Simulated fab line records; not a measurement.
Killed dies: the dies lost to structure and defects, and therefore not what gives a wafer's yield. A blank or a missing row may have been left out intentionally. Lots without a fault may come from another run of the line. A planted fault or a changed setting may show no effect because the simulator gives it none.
Matching of chambers | flow berkeley-cmos170 | UCB170_V1_CMP_02 on cmp-02 has 4 sister chambers
The step polishes SiO2. 14 wafers are shown with their chamber, then 7 later ones without.

## WAFERS, EACH WITH ITS CHAMBER
wafer  | chamber | motor-current-A (A)
L436.1 | 0       | 17.0
L436.2 | 1       | 16.2
L436.5 | 1       | 16.6
L437.2 | 0       | 17.3
L437.4 | 3       | 18.3
L437.5 | 3       | 17.3
L439.3 | 3       | 18.3
L439.4 | 2       | 16.2
L439.5 | 0       | 17.2
L442.1 | 0       | 17.1
L442.5 | 1       | 16.0
L442.6 | 2       | 17.0
L441.1 | 3       | 17.8
L441.2 | 0       | 16.9

SIGNATURES, as means of the wafers listed above
reading         | chamber 0 | chamber 1 | chamber 2 | chamber 3 | scatter within a chamber
motor-current-A | 17.100    | 16.267    | 16.600    | 17.925    | 0.36
Rule: a wafer lies at a distance from a chamber equal to the root of the sum of squares, over the readings, of (its reading less the chamber's mean, divided by the reading's scatter). If the next closest chamber is less than 2 further off than the closest, the wafer can't be placed; otherwise it belongs to the closest. The scatter is the square root of a quotient: the sum, over the shown wafers, of each reading's squared deviation from its chamber's mean, divided by wafers minus chambers.

## WAFERS WITH NO CHAMBER GIVEN
wafer  | motor-current-A (A)
L441.6 | 17.1
L454.1 | 15.6
L454.3 | 16.1
L454.5 | 16.7
L459.1 | 18.6
L459.2 | 16.8
L459.3 | 17.1

## EACH ONE'S CHAMBER
wafer  | from the rows above          | in truth
L441.6 | can't be placed: 0 or 2      | 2
L454.1 | can't be placed: 1 or 2      | 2
L454.3 | can't be placed: 1 or 2      | 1
L454.5 | can't be placed: 2 or 0 or 1 | 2
L459.1 | 3                            | 3
L459.2 | can't be placed: 2 or 0 or 1 | 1
L459.3 | can't be placed: 0 or 2      | 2
1 of 7 placed correctly. These rows do not allow placing 6 (true chamber among the candidates in 6). 0 placed wrongly.
